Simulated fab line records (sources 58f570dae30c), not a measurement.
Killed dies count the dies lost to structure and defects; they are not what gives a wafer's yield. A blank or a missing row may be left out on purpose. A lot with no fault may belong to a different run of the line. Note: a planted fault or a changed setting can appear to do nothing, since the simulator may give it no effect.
The same fault as seen by 2 desks	flow berkeley cmos170	each desk holds nothing but its own numbers, with what lay behind them at the end

== THE TOOL OWNER'S DESK: pvd sputter-01 ==
The tool's own readings at UCB170_M3_SPUTTER_01 (material Al, target thk 900 nm, time 120 s): means of the sampled wafers that have a number, for each lot that ran on this tool. A lot is out of limits, marked OUT, if its mean lies more than 4 standard deviations from the usual mean; the brackets give that distance.
Columns: A = throttle valve pct at UCB170_M3_SPUTTER_01, usual 30.5 %
lot	first seen here	A
L948	day 9 10:13	32.0
L961	day 11 20:08	31.8
L963	day 12 09:59	31.5
L962	day 12 12:10	30.5
L968	day 12 22:53	30.3
This desk's verdict: no lot among the 5 shows anything out of limits.

== METROLOGY DESK ==
Means of the sampled wafers that have a number, per lot and without regard to the tool the lot ran on: this is what the gauges read. A lot is out of limits, marked OUT, if its mean lies more than 4 standard deviations from the usual mean; the brackets give that distance.
Columns: A = M3_AL_RS at UCB170_M3_RS_MEAS_02, usual 0.0322 ohm/sq; B = M3_AL_THK at UCB170_M3_THK_MEAS_03, usual 904 nm
lot	first seen here	A	B
L949	day 9 04:11	0.0321	904
L948	day 9 10:19	0.0323	900
L950	day 9 15:10	0.0323	897
L952	day 10 06:49	0.0326	895
L956	day 10 09:18	0.0321	910
L954	day 10 09:40	0.0323	904
L957	day 10 16:58	0.0327	891
L960	day 11 16:37	0.0321	912
L959	day 11 17:22	0.0326	894
L961	day 11 20:13	0.0323	900
L963	day 12 10:06	0.0325	894
L962	day 12 12:17	0.0678 (+99 or more) OUT	437 (-42) OUT
L968	day 12 22:58	0.0663 (+97) OUT	446 (-42) OUT
L969	day 13 00:20	0.0321	907
This desk's finding: out of limits on L962, L968; first on L962, day 12 12:17 (M3_AL_RS at UCB170_M3_RS_MEAS_02). Within limits: L949, L948, L950, L952, L956, L954, L957, L960, L959, L961, L963, L969.

== PUT TOGETHER ==
L962, L968 would have let the metrology desk raise an alarm at day 12 12:17.
Nothing out of limits was seen by the tool owner's desk.
The tool owner's desk has L962, L968 on record, within its limits.
On pvd sputter-01, each named lot ran UCB170_M3_SPUTTER_01.

== WHAT THE SIMULATOR PUT IN ==
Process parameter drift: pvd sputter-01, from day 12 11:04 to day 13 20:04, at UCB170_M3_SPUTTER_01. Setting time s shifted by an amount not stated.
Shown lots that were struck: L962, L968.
Time in hours between the start of the fault and the first out-of-limits reading at each desk: metrology desk, 1.
